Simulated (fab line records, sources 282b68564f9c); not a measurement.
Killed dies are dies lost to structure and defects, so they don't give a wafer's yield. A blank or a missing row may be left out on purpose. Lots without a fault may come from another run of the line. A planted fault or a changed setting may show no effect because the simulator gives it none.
Split-lot experiment | flow rit_cmos | 5 lots, 23 wafers read, on a route of 202 steps

THE SPLIT
At RIT_NWELL_COAT_01 (resist thk 1300 nm), the setting spin_rpm was moved away from the recipe's 2000 rpm on 8 of the 23 wafers read, by +2.6% to +6.5%. The other wafers ran this setting at the recipe's value.

FROM THE SPLIT TO THE READING: what the file shows between them, 3 steps
- RIT_NWELL_SOFTBAKE_02: time 60 s
- RIT_NWELL_EXPOSE_03: exposes mask M2, target cd 43900 nm
- RIT_NWELL_DEVELOP_05: develop time 68 s

THE READING
NOVOLAK_of_NWELL_COAT_01.thk_nm (the simulator's own value, which no gauge read), in nm, at RIT_NWELL_HARDBAKE_07 (time 120 s). The file gives no usual value for it. The 15 wafers here that ran the recipe average 1139 nm, standard deviation 4.5 nm.

wafer  | tool, chamber at the split | spin_rpm as run, rpm | against the recipe | NOVOLAK_of_NWELL_COAT_01.thk_nm, nm | against lot-mates on the recipe
L075.1 | litho_track-02, 0          | 2000                 | recipe             | 1143                                | -
L075.3 | litho_track-02, 0          | 2000                 | recipe             | 1144                                | -
L075.5 | litho_track-02, 0          | 2000                 | recipe             | 1144                                | -
L075.4 | litho_track-02, 0          | 2000                 | recipe             | 1142                                | -
L075.6 | litho_track-02, 0          | 2000                 | recipe             | 1145                                | -
L076.1 | litho_track-02, 0          | 2052                 | +2.6%              | 1118                                | -17
L076.2 | litho_track-02, 0          | 2052                 | +2.6%              | 1116                                | -19
L076.3 | litho_track-02, 0          | 2000                 | recipe             | 1135                                | -
L076.4 | litho_track-02, 0          | 2000                 | recipe             | 1136                                | -
L076.5 | litho_track-02, 0          | 2000                 | recipe             | 1134                                | -
L078.1 | litho_track-02, 0          | 2000                 | recipe             | 1140                                | -
L078.2 | litho_track-02, 0          | 2131                 | +6.5%              | 1103                                | -36
L078.3 | litho_track-02, 0          | 2131                 | +6.5%              | 1104                                | -34
L078.4 | litho_track-02, 0          | 2131                 | +6.5%              | 1102                                | -36
L078.6 | litho_track-02, 0          | 2000                 | recipe             | 1137                                | -
L079.3 | litho_track-04, 0          | 2000                 | recipe             | 1135                                | -
L079.4 | litho_track-04, 0          | 2000                 | recipe             | 1133                                | -
L079.5 | litho_track-04, 0          | 2000                 | recipe             | 1130                                | -
L084.1 | litho_track-03, 0          | 2104                 | +5.2%              | 1112                                | -28
L084.2 | litho_track-03, 0          | 2104                 | +5.2%              | 1112                                | -28
L084.4 | litho_track-03, 0          | 2000                 | recipe             | 1138                                | -
L084.5 | litho_track-03, 0          | 2104                 | +5.2%              | 1111                                | -29
L084.6 | litho_track-03, 0          | 2000                 | recipe             | 1142                                | -

THE FIT
A straight line over all 23 wafers: NOVOLAK_of_NWELL_COAT_01.thk_nm changes by -5.42 nm for each +1% of spin_rpm; r = -0.96; the points scatter about the line by 4.5 nm.
The same after taking each lot's own level away (the mean of its wafers on the recipe; 23 wafers): -5.47 nm for each +1%; r = -0.99; scatter 1.7 nm.
On that fit, the largest move of spin_rpm shifts the reading by 36 nm.
The lots' own levels span 1132.7 to 1143.6 nm, that is 2.4 times the standard deviation above.
So the lot-to-lot level changes the slope little: the two slopes agree.
Check: with one of the wafers moved furthest among these (+6.5%) left out of the fit, the line predicts -36.3 nm for it against its lot-mates. It came out at -35.5 nm against them.

OTHER SPLITS ON THESE WAFERS
These wafers also went through other splits before the reading. Each is held against what the fit with the lots' levels taken away leaves over:
other split on the same wafers    | wafers away from the commonest value | r with NOVOLAK_of_NWELL_COAT_01.thk_nm (lot level and that fit taken away)
RIT_ACTIVE_OXIDATION_01 ox_time_s | 15                                   | -0.05

THE WHOLE CHAIN: every reading that the file lists as answering this split, in the file's order
step                  | what it does       | reading                                                                          | change (the file's fit)              | r (the file's)
RIT_NWELL_COAT_01     | resist thk 1300 nm | NOVOLAK_of_NWELL_COAT_01.thk_nm (the simulator's own value, which no gauge read) | -6.49 nm for each +1% of the setting | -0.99
RIT_NWELL_HARDBAKE_07 | time 120 s         | NOVOLAK_of_NWELL_COAT_01.thk_nm (the simulator's own value, which no gauge read) | -5.59 nm for each +1% of the setting | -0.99

THE FILE'S OWN FIT
NOVOLAK_of_NWELL_COAT_01.thk_nm changes by -5.59 nm for each +1% of spin_rpm, r = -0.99.
